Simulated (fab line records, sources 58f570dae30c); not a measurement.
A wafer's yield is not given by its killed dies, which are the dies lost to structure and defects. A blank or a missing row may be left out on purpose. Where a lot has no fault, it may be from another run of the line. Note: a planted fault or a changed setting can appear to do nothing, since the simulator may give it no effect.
fab line records ; flow berkeleyCmos170
[record] lots = 10; wafers = 30; lastDay = 14
route steps=331 shown SACOX@99
lots that met no fault: from a run of the same line without faults
startH: the number of hours between the record's first day and the start of the first shown wafer of the lot ; waitH: hours from the lot's prior step to this one ; " identical to the entry in the row above ; L1.1+2: a single row standing in for several wafers ; - no value, or no start given ; * or withheld: withheld ; < > ~ a bound
route shown NAME@n: NAME is a module with steps in the file, n the number in the route of the first one ; usual: mean and standard deviation over wafers with no fault ; same: alike in all rows ; chamber/n: place in a boat ; sites: each site's reading ; _std_site: standard deviation across them ; _edge_site: the outer-site mean with the inner-site mean subtracted ; radiusMm: for every site, how far away it sits from the centre of the wafer ; mask NAME#n: copy n ; behind: the most recent tool/chamber to have shaped the wafer ; hold: the reason the lot was held/the length of the hold in hours/how it ended ; device: whichever transistor did not switch (one of n, p or np) ; end of line: tests of these same wafers at the route's end ; step lacking rows: just its recipe ; killed: dies that structure and defects cost at the first sort, which is not the same as the wafer's yield ; map: shows each die of a wafer: x if killed, . if not, _ if none is there
set.NAME: the setting that was run; set.NAME@STEP: the one run at that earlier step ; model.NAME: the simulator's own value behind a step, which no gauge read
steps of the route over a sample of lots; a table a step, a row a wafer
[[steps]]
[step UCB170_SACOX_THK_MEAS_02]
[recipe] reads = SiO2_of_SACOX_OXIDATION_01
[usual] SACOX_OXIDE_THK = 14.35/0.25
lot.wafer;tool;chamber;startH;waitH;SACOX_OXIDE_THK[nm]
L972.1;filmMetro-03;-;118.52;0.0;14.84
L972.4;filmMetro-03;-;118.52;0.0;14.78
L972.6;filmMetro-03;-;118.52;0.0;15.14
L981.2;filmMetro-01;-;175.53;0.0;15.33
L981.3;filmMetro-01;-;175.53;0.0;15.28
L981.5;filmMetro-01;-;175.53;0.0;15.41
L983.1;filmMetro-01;-;175.58;0.1;15.62
L983.4;filmMetro-01;-;175.58;0.1;15.67
L983.6;filmMetro-01;-;175.58;0.1;15.49
L985.1;filmMetro-04;-;190.15;0.0;14.28
L985.2;filmMetro-04;-;190.15;0.0;14.09
L985.4;filmMetro-04;-;190.15;0.0;14.03
L986.1;filmMetro-04;-;207.72;0.0;14.17
L986.3;filmMetro-04;-;207.72;0.0;14.18
L986.6;filmMetro-04;-;207.72;0.0;14.28
L988.1;filmMetro-03;-;207.72;0.0;14.61
L988.3;filmMetro-03;-;207.72;0.0;14.70
L988.4;filmMetro-03;-;207.72;0.0;14.67
L995.1;filmMetro-04;-;252.18;0.0;13.82
L995.2;filmMetro-04;-;252.18;0.0;14.05
L995.6;filmMetro-04;-;252.18;0.0;14.11
L991.2;filmMetro-04;-;252.25;0.1;14.24
L991.3;filmMetro-04;-;252.25;0.1;14.42
L991.5;filmMetro-04;-;252.25;0.1;14.31
L994.2;filmMetro-03;-;252.25;0.1;14.55
L994.3;filmMetro-03;-;252.25;0.1;14.37
L994.5;filmMetro-03;-;252.25;0.1;14.33
L992.2;filmMetro-03;-;252.31;0.1;14.69
L992.4;filmMetro-03;-;252.31;0.1;14.78
L992.5;filmMetro-03;-;252.31;0.1;14.64
[[key]]
[firstSign] step = UCB170_SACOX_THK_MEAS_02; reading = SACOX_OXIDE_THK; direction = up; sigmas = 4.6; usual = 14.35; struck = 15.47
effect none on later readings
metAt UCB170_SACOX_THK_MEAS_02
struckLots L981,L983
testerLeftOut L981,L983
[fault] kind = metrologyMatchingOffset; tool = filmMetro-01; chamber = -; onsetH = 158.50; steps = UCB170_SACOX_THK_MEAS_02; param = thkNm; offset = 0.97007
// testerLeftOut: of these lots the tester's yield and bins aren't shown, on N5 and GAA mostly nor the transistor test; their killed dies are dies lost to structure and defects alone, not to doping, threshold or leakage, so they don't give the yield
